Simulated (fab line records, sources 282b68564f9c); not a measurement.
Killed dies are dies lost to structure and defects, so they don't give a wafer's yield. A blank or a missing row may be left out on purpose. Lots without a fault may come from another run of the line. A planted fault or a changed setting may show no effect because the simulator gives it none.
Split-lot experiment | flow rit_cmos | 5 lots, 23 wafers read, on a route of 202 steps

THE SPLIT
At RIT_M1_DEVELOP_08 (develop time 68 s), the setting develop_time_s was moved away from the recipe's 68 s on 8 of the 23 wafers read, by -12.5% to +5.8%. The other wafers ran this setting at the recipe's value.

The file shows no step between the split and the reading.

THE READING
cd_nm, in nm, at RIT_M1_CD_MEAS_09 (target cd 2600 nm). Fault-free wafers of this fab line usually give 2599.3 nm, standard deviation 1.7 nm.

wafer  | tool, chamber at the split | develop_time_s as run, s | against the recipe | cd_nm, nm | against lot-mates on the recipe
L074.1 | litho_track-02, 0          | 59.48                    | -12.5%             | 2613.3    | +14.5
L074.2 | litho_track-02, 0          | 68                       | recipe             | 2599.1    | -
L074.3 | litho_track-02, 0          | 59.48                    | -12.5%             | 2611.4    | +12.6
L074.5 | litho_track-02, 0          | 68                       | recipe             | 2598.5    | -
L074.6 | litho_track-02, 0          | 59.48                    | -12.5%             | 2612.4    | +13.6
L080.2 | litho_track-01, 0          | 68                       | recipe             | 2600.1    | -
L080.3 | litho_track-01, 0          | 68                       | recipe             | 2598.3    | -
L080.4 | litho_track-01, 0          | 68                       | recipe             | 2598.0    | -
L080.5 | litho_track-01, 0          | 71.92                    | +5.8%              | 2594.5    | -4.3
L080.6 | litho_track-01, 0          | 71.92                    | +5.8%              | 2593.4    | -5.4
L083.1 | litho_track-02, 0          | 68                       | recipe             | 2598.8    | -
L083.2 | litho_track-02, 0          | 68                       | recipe             | 2601.1    | -
L083.3 | litho_track-02, 0          | 68                       | recipe             | 2599.9    | -
L083.4 | litho_track-02, 0          | 68                       | recipe             | 2601.7    | -
L083.6 | litho_track-02, 0          | 68                       | recipe             | 2598.1    | -
L084.2 | litho_track-01, 0          | 68                       | recipe             | 2602.5    | -
L084.4 | litho_track-01, 0          | 68                       | recipe             | 2600.1    | -
L084.5 | litho_track-01, 0          | 68                       | recipe             | 2601.1    | -
L085.1 | litho_track-04, 0          | 70.66                    | +3.9%              | 2593.5    | -5.2
L085.2 | litho_track-04, 0          | 68                       | recipe             | 2598.4    | -
L085.4 | litho_track-04, 0          | 70.66                    | +3.9%              | 2593.9    | -4.8
L085.5 | litho_track-04, 0          | 68                       | recipe             | 2598.9    | -
L085.6 | litho_track-04, 0          | 70.66                    | +3.9%              | 2594.3    | -4.3

THE FIT
A straight line over all 23 wafers: cd_nm changes by -1.05 nm for each +1% of develop_time_s; r = -0.97; the points scatter about the line by 1.4 nm.
The same after taking each lot's own level away (the mean of its wafers on the recipe; 23 wafers): -1.06 nm for each +1%; r = -0.98; scatter 1 nm.
On that fit, the largest move of develop_time_s shifts the reading by 13 nm.
The lots' own levels span 2598.65 to 2601.23 nm, that is 1.5 times the standard deviation above.
So the lot-to-lot level changes the slope little: the two slopes agree.
Check: with one of the wafers moved furthest among these (-12.5%) left out of the fit, the line predicts +12.9 nm for it against its lot-mates. It came out at +14.5 nm against them.

OTHER SPLITS ON THESE WAFERS
These wafers also went through other splits before the reading. Each is held against what the fit with the lots' levels taken away leaves over:
other split on the same wafers  | wafers away from the commonest value | r with cd_nm (lot level and that fit taken away)
RIT_PLDD_IMPLANT_08 energy_kev  | 8                                    | -0.03
RIT_SPACER_CVD_03 nh3_flow_sccm | 15                                   | +0.14
RIT_NSD_IMPLANT_08 energy_kev   | 9                                    | +0.13
RIT_PSD_COAT_01 resist_thk_nm   | 7                                    | -0.46
RIT_PSD_IMPLANT_08 energy_kev   | 8                                    | -0.19
RIT_SDANNEAL_RTA_03 time_s      | 11                                   | -0.15
RIT_CONTACT_CVD_00 time_s       | 7                                    | -0.01

THE FILE'S OWN FIT
cd_nm changes by -1.05 nm for each +1% of develop_time_s, r = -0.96.
